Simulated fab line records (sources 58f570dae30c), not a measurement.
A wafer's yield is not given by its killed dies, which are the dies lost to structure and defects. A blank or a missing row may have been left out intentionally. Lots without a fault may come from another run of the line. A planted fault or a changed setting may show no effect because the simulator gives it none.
Comparing a struck lot with a sound one	flow berkeley cmos170	14 out of 331 route steps
Sound: wafers L472.1, L472.3, L472.5. The struck wafers were L483.1, L483.2, L483.3. Last of all comes the cause.
Per side, at each step with rows, come the tool, then ch with its chambers, and then its first start. Under that, the readings that differ: sound wafers	struck wafers	difference of the means	sigmas: that difference in standard deviations of wafers without a fault.
alike: a reading whose means differ by less than 2 such deviations, as well as words and numbers matching on both sides. not compared: withheld readings; readings where some wafer has no value; bounds like >300 that might hide an equal value; numbers whose values overlap and for which the record gives no deviation.
The two part at a step that has a row with sigmas, a row that says differs or no value, or rows on one side only. Numbers that don't overlap but have no deviation are shown without sigmas and don't part them. A reading missing from all wafers of one side parts the sides only when that side holds two or more wafers.

first, 6 steps without rows for these wafers: UCB170_ZERO_HMDS_00 (prime time 60 s); UCB170_ZERO_COAT_01 (resist thk 900 nm); UCB170_ZERO_SOFTBAKE_02 (time 60 s); UCB170_ZERO_EXPOSE_03 (exposes mask PM MARKS, target cd 4000 nm); UCB170_ZERO_PEB_04; UCB170_ZERO_DEVELOP_05 (develop time 45 s).
UCB170_ZERO_ETCH_06: etches SiO2 in CHF3/CF4/Ar, time 12 s.
  sound on rie diel-04 ch 0,1,2, day 2 05:49; struck on rie diel-04 ch 1,2,3, day 4 14:17
  alike: drypump motor current A, oes product au, throttle valve pct
  not compared: rf hours counter h
UCB170_ZERO_STRIP_07: strips in O2.
  sound on plasma asher-02 ch 1, day 2 05:51; struck on plasma asher-04 ch 0,1, day 4 14:18
reading	sound	struck	difference	sigmas
strip time to endpoint s (s)	21.34 21.35 21.40	21.47 21.47 21.51	+0.12	+2
  alike: drypump motor current A, oes product au
  not compared: rf hours counter h
then, 2 steps without rows for these wafers: UCB170_NWELL_WET_ETCH_00 (etches SiO2 in dHF, time 200 s); UCB170_NWELL_OXIDATION_01 (target thk 26.4 nm, ox time 1260 s).
UCB170_NWELL_THK_MEAS_02:
  sound: film metro-03 at day 2 10:29; struck: film metro-02 at day 4 17:25
  alike: NWELL_OXIDE_THK
then, 1 step without rows for these wafers: UCB170_NWELL_ANNEAL_03 (time 900 s).
UCB170_NWELL_CVD_04: deposits Si3N4 from SiH2Cl2/NH3, target thk 224 nm, time 3360 s.
  sound on lpcvd-02 ch 1, day 2 13:23; struck on lpcvd-02 ch 1, day 4 22:23
  no value came back on the struck wafers for nh3 flow sccm (sccm), pressure mtorr (mTorr); on the sound wafers nh3 flow sccm (sccm) reads 75.08 75.26 75.00
UCB170_M3_PROBE_99:
  rows exist in the record for the sound wafers here (prober-01, day 8 17:16), none for the struck ones

== WHERE THEY PART ==
At UCB170_ZERO_STRIP_07 first; at UCB170_M3_PROBE_99 last (within this record only).

WHY: what had been put in by the simulator
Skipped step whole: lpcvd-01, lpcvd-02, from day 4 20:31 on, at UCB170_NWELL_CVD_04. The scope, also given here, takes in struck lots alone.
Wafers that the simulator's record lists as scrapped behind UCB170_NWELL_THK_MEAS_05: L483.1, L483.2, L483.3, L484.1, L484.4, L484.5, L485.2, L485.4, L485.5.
